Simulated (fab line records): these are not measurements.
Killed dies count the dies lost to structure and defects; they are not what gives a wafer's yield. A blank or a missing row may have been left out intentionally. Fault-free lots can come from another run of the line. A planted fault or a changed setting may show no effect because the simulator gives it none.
fab line records    flow berkeley_cmos170    part 1 of 2: steps 1 to 25 of 36
[record] lots = 5  wafers = 15  last_day = 12
route steps=331 shown PSD@184 NSD@187 BACKSIDE@199 SDANNEAL@204 PLDD@208 NLDD@209 SILICIDE@210 CONTACT@216
lots that met no fault: taken from a fault-free run of the same line
start_h: hours from the record's first day to the start of the lot's first wafer shown    wait_h: hours since the lot's step before    " unchanged from the row above    L1.1+2: one row covering several wafers at once    - no value, or no start was given    * or withheld: withheld    < > ~ a bound
route shown NAME@n: names a module that has steps shown in the file, with the first one's number in the route    usual: the fault-free wafers' mean and standard deviation    same: alike in all rows    chamber/n: place in a boat    sites: per-site readings    _std_site: their standard deviation    _edge_site: mean of outer sites minus mean of inner sites    radius_mm: for every site, how far away it sits from the centre of the wafer    mask NAME#n: copy n    behind: tool/chamber where the wafer was last shaped    hold: the reason the lot was held/the length of the hold in hours/how it ended    device: transistor that didn't switch, given as n, p or np    end of line: at the end of the route, the tests of the same wafers    a step with no rows: only its recipe    killed: the dies lost at the first sort to structure and to defects; this is not the yield of the wafer    map: dies across one wafer; x = killed, . = not, _ = none there
set.NAME: the setting as run; set.NAME@STEP: as run at that earlier step    model.NAME: the simulator's own value behind a step, which no gauge read
lots seen at some steps along the route; tables by step, rows by wafer
services: when a tool's chamber went out of use (start_h, in hours from the record's first day, below 0 if earlier), for how many hours, and the reason
[[steps]]
[step UCB170_PSD_STRIP_09]
[recipe] chemistry = O2  power_w = 400  pressure_mtorr = 3500  platen_temp_c = withheld  o2_flow_sccm = 400  overash_fraction = 0.5
[usual] drypump_motor_current_A = 5.8/0.58  o2_flow_sccm = 400.0/1.3  oes_product_au = 0.600/0.0045  strip_time_to_endpoint_s = 29.40/0.064
[same] overash_fraction = 0.5
lot.wafer  tool             chamber  start_h  wait_h  drypump_motor_current_A  o2_flow_sccm  oes_product_au  rf_hours_counter_h  strip_time_to_endpoint_s
L074.3     plasma_asher-04  0        170.42   0.1     5.1                      400.2         0.597           -                   29.50
L074.4     "                1        "        "       6.7                      401.1         0.602           -                   29.42
L074.5     "                0        "        "       5.1                      399.5         0.601           -                   29.47
L079.1     plasma_asher-03  0        187.36   0.1     5.4                      400.2         0.597           39                  29.42
L079.4     "                0        "        "       5.4                      401.5         0.603           -                   29.47
L079.6     "                0        "        "       5.4                      402.1         0.591           -                   29.50
L082.3     plasma_asher-03  1        211.87   0.1     6.6                      400.3         0.599           -                   29.40
L082.5     "                1        "        "       6.6                      401.2         0.603           -                   29.48
L082.6     "                0        "        "       5.4                      398.6         0.597           -                   29.42
L085.1     plasma_asher-01  1        226.45   0.1     5.5                      402.2         0.596           49                  29.45
L085.3     "                0        "        "       5.6                      400.3         0.605           -                   29.44
L085.4     "                1        "        "       5.5                      401.4         0.605           -                   29.50
L091.3     plasma_asher-01  0        253.20   0.1     5.5                      399.5         0.600           -                   29.35
L091.4     "                1        "        "       5.5                      396.9         0.598           -                   29.32
L091.6     "                1        "        "       5.5                      398.8         0.606           -                   29.42
[step UCB170_PSD_TW_MEAS_10]
[usual] PSD_TW = 2315/21
lot.wafer  tool           chamber  start_h  wait_h  PSD_TW
L074.3     film_metro-02  -        170.51   0.1     2326
L074.4     "              -        "        "       2318
L074.5     "              -        "        "       2313
L079.1     film_metro-01  -        187.46   0.1     2338
L079.4     "              -        "        "       2337
L079.6     "              -        "        "       2350
L082.3     film_metro-03  -        211.96   0.1     2292
L082.5     "              -        "        "       2292
L082.6     "              -        "        "       2298
L085.1     film_metro-01  -        226.55   0.1     2348
L085.3     "              -        "        "       2342
L085.4     "              -        "        "       2328
L091.3     film_metro-01  -        253.28   0.1     2337
L091.4     "              -        "        "       2339
L091.6     "              -        "        "       2335
[step UCB170_PSD_CLEAN_11]
[recipe] chemistry = SPM  temp_c = 120  time_s = 600
lot.wafer   tool          chamber  start_h  wait_h
L074.3+4+5  wet_bench-01  2        172.46   1.9
L079.1+4+6  wet_bench-01  2        188.31   0.8
L082.3+5+6  wet_bench-03  0        212.00   0.0
L085.1+3+4  wet_bench-01  1        226.61   0.1
L091.3+4+6  wet_bench-04  2        254.55   1.3
[step UCB170_NSD_HMDS_00]
[recipe] prime_time_s = 60  prime_temp_c = 100
[usual] resist_line_temp_C = 22.99/0.11
[same] prime_time_s = 60
lot.wafer  tool            chamber  start_h  wait_h  resist_line_temp_C
L074.3     litho_track-01  0        173.12   0.5     23.04
L074.4     "               0        "        "       23.04
L074.5     "               0        "        "       23.05
L079.1     litho_track-01  0        188.49   0.0     23.02
L079.4     "               0        "        "       22.97
L079.6     "               0        "        "       22.94
L082.3     litho_track-03  0        212.53   0.4     22.91
L082.5     "               0        "        "       22.93
L082.6     "               0        "        "       23.16
L085.1     litho_track-01  0        227.33   0.5     23.07
L085.3     "               0        "        "       23.20
L085.4     "               0        "        "       23.22
L091.3     litho_track-01  0        254.79   0.1     23.13
L091.4     "               0        "        "       22.98
L091.6     "               0        "        "       23.08
[step UCB170_NSD_COAT_01]
[recipe] resist = KrF  spin_rpm = 1500  resist_thk_nm = 900
[usual] resist_line_temp_C = 23.04/0.1
lot.wafer  tool            chamber  start_h  wait_h  resist_line_temp_C
L074.3     litho_track-01  0        173.27   0.1     22.83
L074.4     "               0        "        "       22.98
L074.5     "               0        "        "       23.05
L079.1     litho_track-01  0        188.64   0.1     23.15
L079.4     "               0        "        "       22.99
L079.6     "               0        "        "       23.05
L082.3     litho_track-03  0        212.68   0.1     22.84
L082.5     "               0        "        "       23.01
L082.6     "               0        "        "       23.11
L085.1     litho_track-01  0        227.48   0.1     22.88
L085.3     "               0        "        "       23.03
L085.4     "               0        "        "       22.96
L091.3     litho_track-01  0        254.94   0.1     23.03
L091.4     "               0        "        "       22.98
L091.6     "               0        "        "       23.08
[step UCB170_NSD_SOFTBAKE_02]
[recipe] resist = KrF  temp_c = 130  time_s = 60
[usual] resist_line_temp_C = 22.99/0.11
lot.wafer  tool            chamber  start_h  wait_h  resist_line_temp_C
L074.3     litho_track-01  0        173.42   0.1     23.07
L074.4     "               0        "        "       22.86
L074.5     "               0        "        "       23.04
L079.1     litho_track-01  0        188.79   0.1     22.98
L079.4     "               0        "        "       22.80
L079.6     "               0        "        "       22.95
L082.3     litho_track-03  0        212.83   0.1     23.05
L082.5     "               0        "        "       22.99
L082.6     "               0        "        "       22.98
L085.1     litho_track-01  0        227.63   0.1     22.98
L085.3     "               0        "        "       23.11
L085.4     "               0        "        "       23.10
L091.3     litho_track-01  0        255.09   0.1     23.11
L091.4     "               0        "        "       23.04
L091.6     "               0        "        "       23.17
[step UCB170_NSD_EXPOSE_03]
[recipe] mask_id = NSELECT_MOD  na = 0.5  sigma_outer = 0.6  source_shape = conventional  target_cd_nm = 1200  dose_mj = 30
lot.wafer   tool            chamber  start_h  wait_h  mask
L074.3+4+5  krf_scanner-02  0        -        -       NSELECT_MOD#0
L079.1+4+6  krf_scanner-01  0        189.14   0.3     NSELECT_MOD#0
L082.3+5+6  krf_scanner-02  0        213.09   0.2     NSELECT_MOD#0
L085.1+3+4  krf_scanner-01  0        227.78   0.1     NSELECT_MOD#0
L091.3+4+6  krf_scanner-01  0        255.23   0.1     NSELECT_MOD#0
[step UCB170_NSD_PEB_04]
[recipe] peb_temp_c = 130  peb_time_s = withheld  resist = KrF
[usual] resist_line_temp_C = 22.98/0.11
lot.wafer  tool            chamber  start_h  wait_h  resist_line_temp_C
L074.3     litho_track-03  0        -        -       23.29
L074.4     "               0        "        "       23.03
L074.5     "               0        "        "       23.15
L079.1     litho_track-01  0        189.84   0.7     23.07
L079.4     "               0        "        "       23.10
L079.6     "               0        "        "       23.07
L082.3     litho_track-03  0        213.70   0.6     23.15
L082.5     "               0        "        "       23.09
L082.6     "               0        "        "       22.98
L085.1     litho_track-03  0        228.42   0.6     22.87
L085.3     "               0        "        "       23.09
L085.4     "               0        "        "       22.94
L091.3     litho_track-01  0        255.36   0.1     23.04
L091.4     "               0        "        "       22.99
L091.6     "               0        "        "       22.91
[step UCB170_NSD_DEVELOP_05]
[recipe] developer = TMAH  develop_time_s = 45  resist = KrF  dev_temp_c = 21
[usual] resist_line_temp_C = 23.01/0.097
[same] develop_time_s = 45
lot.wafer  tool            chamber  start_h  wait_h  resist_line_temp_C
L074.3     litho_track-03  0        -        -       23.04
L074.4     "               0        "        "       23.18
L074.5     "               0        "        "       23.24
L079.1     litho_track-01  0        -        -       22.95
L079.4     "               0        "        "       22.86
L079.6     "               0        "        "       23.08
L082.3     litho_track-03  0        -        -       22.95
L082.5     "               0        "        "       23.10
L082.6     "               0        "        "       23.03
L085.1     litho_track-03  0        -        -       23.03
L085.3     "               0        "        "       22.96
L085.4     "               0        "        "       22.97
L091.3     litho_track-01  0        -        -       23.25
L091.4     "               0        "        "       23.19
L091.6     "               0        "        "       23.25
[step UCB170_NSD_CD_MEAS_06]
[recipe] target_cd_nm = 1200
[usual] cd_nm = 1199.7/1.6
lot.wafer  tool       chamber  start_h  wait_h  cd_nm
L074.3     cd_sem-01  -        175.12   -       1198.3
L074.4     "          -        "        "       1199.6
L074.5     "          -        "        "       1197.8
L079.1     cd_sem-01  -        190.11   -       1199.6
L079.4     "          -        "        "       1200.6
L079.6     "          -        "        "       1198.5
L082.3     cd_sem-01  -        213.97   -       1197.6
L082.5     "          -        "        "       1196.9
L082.6     "          -        "        "       1197.0
L085.1     cd_sem-01  -        228.70   -       1199.4
L085.3     "          -        "        "       1201.3
L085.4     "          -        "        "       1200.0
L091.3     cd_sem-02  -        255.63   -       1200.2
L091.4     "          -        "        "       1200.4
L091.6     "          -        "        "       1200.0
[step UCB170_NSD_OVL_MEAS_07]
[usual] NSD_OVL = 3/5.1
lot.wafer  tool        chamber  start_h  wait_h  NSD_OVL[nm]
L074.3     overlay-01  -        175.21   0.1     -1
L074.4     "           -        "        "       3
L074.5     "           -        "        "       0
L079.1     overlay-02  -        190.23   0.1     1
L079.4     "           -        "        "       -3
L079.6     "           -        "        "       -3
L082.3     overlay-01  -        214.06   0.1     3
L082.5     "           -        "        "       6
L082.6     "           -        "        "       7
L085.1     overlay-01  -        228.82   0.1     7
L085.3     "           -        "        "       3
L085.4     "           -        "        "       5
L091.3     overlay-01  -        255.72   0.1     5
L091.4     "           -        "        "       4
L091.6     "           -        "        "       5
[step UCB170_NSD_IMPLANT_08]
[recipe] species = P  dose_cm2 = 3e+15  energy_kev = 40  tilt_deg = 7
[usual] dose_ions_cm2 = 3e+15/3.3e+12
lot.wafer  tool          chamber  start_h  wait_h  dose_ions_cm2
L074.3     implanter-04  0        175.29   0.1     2.995e+15
L074.4     "             0        "        "       3.002e+15
L074.5     "             0        "        "       2.997e+15
L079.1     implanter-04  0        190.27   0.0     3e+15
L079.4     "             0        "        "       2.996e+15
L079.6     "             0        "        "       2.998e+15
L082.3     implanter-02  0        214.13   0.1     2.998e+15
L082.5     "             0        "        "       3.005e+15
L082.6     "             0        "        "       3e+15
L085.1     implanter-04  0        228.85   0.0     2.999e+15
L085.3     "             0        "        "       3.003e+15
L085.4     "             0        "        "       3.003e+15
L091.3     implanter-04  0        255.79   0.1     3.002e+15
L091.4     "             0        "        "       3.003e+15
L091.6     "             0        "        "       2.996e+15
[step UCB170_NSD_STRIP_09]
[recipe] chemistry = O2  power_w = 400  pressure_mtorr = 3500  platen_temp_c = withheld  o2_flow_sccm = 400  overash_fraction = 0.5
[usual] drypump_motor_current_A = 5.9/0.49  o2_flow_sccm = 400.0/1.3  oes_product_au = 0.534/0.0046  strip_time_to_endpoint_s = 35.82/0.071
[same] overash_fraction = 0.5
lot.wafer  tool             chamber  start_h  wait_h  drypump_motor_current_A  o2_flow_sccm  oes_product_au  rf_hours_counter_h  strip_time_to_endpoint_s
L074.3     plasma_asher-01  0        175.42   0.1     5.5                      397.4         0.537           -                   35.86
L074.4     "                1        "        "       5.5                      401.3         0.533           -                   35.88
L074.5     "                0        "        "       5.6                      399.5         0.526           -                   35.77
L079.1     plasma_asher-02  1        190.42   0.1     5.6                      400.6         0.530           48                  35.83
L079.4     "                1        "        "       5.6                      399.6         0.545           -                   35.89
L079.6     "                0        "        "       6.5                      397.9         0.535           -                   35.88
L082.3     plasma_asher-02  1        214.26   0.1     5.6                      399.1         0.541           -                   35.87
L082.5     "                1        "        "       5.6                      400.1         0.543           -                   35.82
L082.6     "                0        "        "       6.6                      402.3         0.532           -                   35.78
L085.1     plasma_asher-01  1        229.00   0.1     5.5                      402.2         0.523           49                  35.89
L085.3     "                0        "        "       5.6                      399.1         0.536           -                   35.94
L085.4     "                1        "        "       5.5                      402.2         0.535           -                   35.92
L091.3     plasma_asher-01  1        255.93   0.1     5.5                      397.6         0.534           -                   35.88
L091.4     "                0        "        "       5.6                      398.1         0.535           -                   35.81
L091.6     "                1        "        "       5.5                      398.5         0.539           -                   35.85
[step UCB170_NSD_TW_MEAS_10]
[usual] NSD_TW = 4158/37
lot.wafer  tool           chamber  start_h  wait_h  NSD_TW
L074.3     film_metro-03  -        175.51   0.1     4125
L074.4     "              -        "        "       4150
L074.5     "              -        "        "       4118
L079.1     film_metro-03  -        190.52   0.1     4149
L079.4     "              -        "        "       4137
L079.6     "              -        "        "       4129
L082.3     film_metro-02  -        214.35   0.1     4172
L082.5     "              -        "        "       4165
L082.6     "              -        "        "       4167
L085.1     film_metro-03  -        229.10   0.1     4114
L085.3     "              -        "        "       4132
L085.4     "              -        "        "       4112
L091.3     film_metro-03  -        256.01   0.1     4132
L091.4     "              -        "        "       4108
L091.6     "              -        "        "       4111
[step UCB170_NSD_CLEAN_11]
[recipe] chemistry = SPM  temp_c = 120  time_s = 600
lot.wafer   tool          chamber  start_h  wait_h
L074.3+4+5  wet_bench-02  3        175.55   0.0
L079.1+4+6  wet_bench-02  1        190.58   0.1
L082.3+5+6  wet_bench-02  1        214.39   0.0
L085.1+3+4  wet_bench-02  3        229.27   0.2
L091.3+4+6  wet_bench-01  1        256.05   0.0
[step UCB170_BACKSIDE_HMDS_00]
[recipe] prime_time_s = 60  prime_temp_c = 100
[usual] resist_line_temp_C = 23.01/0.11
[same] prime_time_s = 60
lot.wafer  tool            chamber  start_h  wait_h  resist_line_temp_C
L074.3     litho_track-01  0        176.65   0.9     23.17
L074.4     "               0        "        "       23.12
L074.5     "               0        "        "       23.21
L079.1     litho_track-04  0        191.38   0.6     22.90
L079.4     "               0        "        "       22.84
L079.6     "               0        "        "       22.96
L082.3     litho_track-04  0        214.84   0.3     23.06
L082.5     "               0        "        "       22.96
L082.6     "               0        "        "       22.99
L085.1     litho_track-02  0        229.94   0.5     23.05
L085.3     "               0        "        "       23.05
L085.4     "               0        "        "       23.04
L091.3     litho_track-01  0        256.62   0.4     22.78
L091.4     "               0        "        "       22.77
L091.6     "               0        "        "       22.85
[step UCB170_BACKSIDE_COAT_01]
[recipe] resist = KrF  spin_rpm = 1500  resist_thk_nm = 900
[usual] resist_line_temp_C = 22.99/0.096
lot.wafer  tool            chamber  start_h  wait_h  resist_line_temp_C
L074.3     litho_track-01  0        176.80   0.1     22.84
L074.4     "               0        "        "       23.06
L074.5     "               0        "        "       23.04
L079.1     litho_track-04  0        191.53   0.1     23.12
L079.4     "               0        "        "       22.99
L079.6     "               0        "        "       23.04
L082.3     litho_track-04  0        214.99   0.1     23.00
L082.5     "               0        "        "       23.02
L082.6     "               0        "        "       22.98
L085.1     litho_track-02  0        230.09   0.1     23.02
L085.3     "               0        "        "       23.05
L085.4     "               0        "        "       23.09
L091.3     litho_track-01  0        256.77   0.1     23.12
L091.4     "               0        "        "       22.88
L091.6     "               0        "        "       23.07
[step UCB170_BACKSIDE_SOFTBAKE_02]
[recipe] resist = KrF  temp_c = 130  time_s = 60
[usual] resist_line_temp_C = 23.00/0.1
lot.wafer  tool            chamber  start_h  wait_h  resist_line_temp_C
L074.3     litho_track-01  0        176.95   0.1     22.97
L074.4     "               0        "        "       23.12
L074.5     "               0        "        "       23.02
L079.1     litho_track-04  0        191.68   0.1     23.07
L079.4     "               0        "        "       23.10
L079.6     "               0        "        "       23.03
L082.3     litho_track-04  0        215.14   0.1     22.94
L082.5     "               0        "        "       23.05
L082.6     "               0        "        "       23.05
L085.1     litho_track-02  0        230.24   0.1     23.05
L085.3     "               0        "        "       23.01
L085.4     "               0        "        "       23.01
L091.3     litho_track-01  0        256.92   0.1     22.83
L091.4     "               0        "        "       22.91
L091.6     "               0        "        "       22.77
[step UCB170_BACKSIDE_STRIP_03]
[recipe] chemistry = O2  power_w = 400  pressure_mtorr = 3500  platen_temp_c = withheld  o2_flow_sccm = 400  overash_fraction = 0.5
[usual] drypump_motor_current_A = 6.0/0.64  o2_flow_sccm = 400.2/1.1  oes_product_au = 0.735/0.0049  strip_time_to_endpoint_s = 21.99/0.057
[same] overash_fraction = 0.5
lot.wafer  tool             chamber  start_h  wait_h  drypump_motor_current_A  o2_flow_sccm  oes_product_au  rf_hours_counter_h  strip_time_to_endpoint_s
L074.3     plasma_asher-02  1        177.08   0.1     5.6                      401.9         0.742           -                   22.04
L074.4     "                0        "        "       6.6                      399.2         0.738           -                   22.04
L074.5     "                0        "        "       6.5                      399.5         0.725           -                   22.03
L079.1     plasma_asher-02  1        191.83   0.1     5.6                      399.0         0.739           48                  21.97
L079.4     "                0        "        "       6.5                      402.3         0.737           -                   22.04
L079.6     "                1        "        "       5.6                      399.3         0.737           -                   22.01
L082.3     plasma_asher-03  1        215.27   0.1     6.6                      400.1         0.733           -                   21.98
L082.5     "                1        "        "       6.5                      400.0         0.728           -                   21.97
L082.6     "                0        "        "       5.4                      400.0         0.742           -                   21.94
L085.1     plasma_asher-04  0        230.39   0.1     5.1                      401.8         0.727           13                  21.95
L085.3     "                0        "        "       5.1                      402.1         0.729           -                   22.02
L085.4     "                1        "        "       6.7                      399.6         0.736           -                   21.95
L091.3     plasma_asher-04  0        257.05   0.1     5.1                      398.2         0.732           -                   22.07
L091.4     "                1        "        "       6.7                      399.8         0.734           -                   22.00
L091.6     "                0        "        "       5.1                      401.1         0.734           -                   22.00
[step UCB170_BACKSIDE_CLEAN_04]
[recipe] chemistry = SPM  temp_c = 120  time_s = 600
lot.wafer   tool          chamber  start_h  wait_h
L074.3+4+5  wet_bench-02  1        177.15   0.0
L079.1+4+6  wet_bench-02  1        191.93   0.1
L082.3+5+6  wet_bench-02  0        215.65   0.3
L085.1+3+4  wet_bench-03  0        230.58   0.2
L091.3+4+6  wet_bench-03  0        257.12   0.0
[step UCB170_SDANNEAL_RTA_00]
[recipe] temp_c = 900  time_s = 10  ambient = N2
[usual] anneal_temp_c_max = 905.1/1.8  lamp_power_pct = 20.84/0.039  wafer_temp_C_max = 903.6/0.84
lot.wafer  tool           chamber  start_h  wait_h  anneal_temp_c_max  lamp_power_pct  wafer_temp_C_max
L074.3     rtp_anneal-02  0        177.34   0.0     902.9              20.82           903.5
L074.4     "              0        "        "       904.1              20.80           902.7
L074.5     "              0        "        "       903.0              20.84           904.4
L079.1     rtp_anneal-02  0        192.11   0.0     904.3              20.83           902.5
L079.4     "              0        "        "       903.4              20.80           902.6
L079.6     "              0        "        "       904.1              20.84           903.1
L082.3     rtp_anneal-01  0        215.88   0.0     907.2              20.87           904.0
L082.5     "              0        "        "       907.2              20.88           905.3
L082.6     "              0        "        "       907.3              20.88           906.1
L085.1     rtp_anneal-01  0        230.76   0.0     908.7              20.88           904.1
L085.3     "              0        "        "       905.8              20.88           903.3
L085.4     "              0        "        "       908.1              20.85           903.9
L091.3     rtp_anneal-02  0        257.31   0.0     905.1              20.83           903.3
L091.4     "              0        "        "       903.6              20.82           903.1
L091.6     "              0        "        "       903.9              20.81           903.6
[step UCB170_SDANNEAL_RTA_01]
[recipe] temp_c = 1050  time_s = 5  ambient = N2
[usual] anneal_temp_c_max = 1056.1/2.1  lamp_power_pct = 32.17/0.06  wafer_temp_C_max = 1054.0/1
lot.wafer  tool           chamber  start_h  wait_h  anneal_temp_c_max  lamp_power_pct  wafer_temp_C_max
L074.3     rtp_anneal-02  0        177.41   0.1     1055.9             32.15           1053.6
L074.4     "              0        "        "       1053.4             32.16           1052.4
L074.5     "              0        "        "       1054.1             32.10           1053.3
L079.1     rtp_anneal-02  0        192.17   0.1     1053.9             32.13           1053.9
L079.4     "              0        "        "       1054.0             32.14           1053.0
L079.6     "              0        "        "       1054.6             32.11           1053.1
L082.3     rtp_anneal-01  0        215.94   0.1     1057.6             32.21           1054.0
L082.5     "              0        "        "       1058.5             32.26           1053.9
L082.6     "              0        "        "       1056.5             32.26           1055.9
L085.1     rtp_anneal-01  0        230.83   0.1     1059.1             32.26           1054.9
L085.3     "              0        "        "       1061.2             32.21           1054.4
L085.4     "              0        "        "       1057.9             32.23           1055.7
L091.3     rtp_anneal-02  0        257.38   0.1     1055.3             32.09           1052.9
L091.4     "              0        "        "       1053.5             32.18           1054.6
L091.6     "              0        "        "       1054.7             32.13           1053.1
[step UCB170_SDANNEAL_RS_MEAS_02]
[recipe] thk_meas_gauge = four-point-probe
[usual] PSD_RS = 75.6/0.32
lot.wafer  tool           chamber  start_h  wait_h  PSD_RS[ohm/sq]
L074.3     film_metro-03  -        177.59   0.2     75.4
L074.4     "              -        "        "       75.2
L074.5     "              -        "        "       75.3
L079.1     film_metro-01  -        192.23   0.0     75.5
L079.4     "              -        "        "       75.6
L079.6     "              -        "        "       75.3
L082.3     film_metro-02  -        216.02   0.1     75.4
L082.5     "              -        "        "       75.6
L082.6     "              -        "        "       75.6
L085.1     film_metro-02  -        230.88   0.0     75.9
L085.3     "              -        "        "       76.1
L085.4     "              -        "        "       76.2
L091.3     film_metro-03  -        257.46   0.1     75.3
L091.4     "              -        "        "       75.5
L091.6     "              -        "        "       75.6
[step UCB170_SDANNEAL_RS_MEAS_03]
[recipe] thk_meas_gauge = four-point-probe
[usual] NSD_RS = 37.29/0.1
lot.wafer  tool           chamber  start_h  wait_h  NSD_RS[ohm/sq]
L074.3     film_metro-03  -        177.71   0.1     37.24
L074.4     "              -        "        "       37.21
L074.5     "              -        "        "       37.32
L079.1     film_metro-01  -        192.35   0.1     37.38
L079.4     "              -        "        "       37.33
L079.6     "              -        "        "       37.31
L082.3     film_metro-02  -        216.14   0.1     37.34
L082.5     "              -        "        "       37.38
L082.6     "              -        "        "       37.40
L085.1     film_metro-02  -        231.00   0.1     37.30
L085.3     "              -        "        "       37.38
L085.4     "              -        "        "       37.30
L091.3     film_metro-03  -        257.58   0.1     37.16
L091.4     "              -        "        "       37.24
L091.6     "              -        "        "       37.26
[step UCB170_SDANNEAL_RS_MEAS_04]
[recipe] thk_meas_gauge = four-point-probe
[usual] PLDD_RS = 1032/3.1
lot.wafer  tool           chamber  start_h  wait_h  PLDD_RS[ohm/sq]
L074.3     film_metro-03  -        177.83   0.1     1030
L074.4     "              -        "        "       1028
L074.5     "              -        "        "       1030
L079.1     film_metro-01  -        192.47   0.1     1032
L079.4     "              -        "        "       1033
L079.6     "              -        "        "       1035
L082.3     film_metro-02  -        216.26   0.1     1035
L082.5     "              -        "        "       1036
L082.6     "              -        "        "       1036
L085.1     film_metro-02  -        231.12   0.1     1035
L085.3     "              -        "        "       1033
L085.4     "              -        "        "       1033
L091.3     film_metro-03  -        257.70   0.1     1029
L091.4     "              -        "        "       1030
L091.6     "              -        "        "       1029
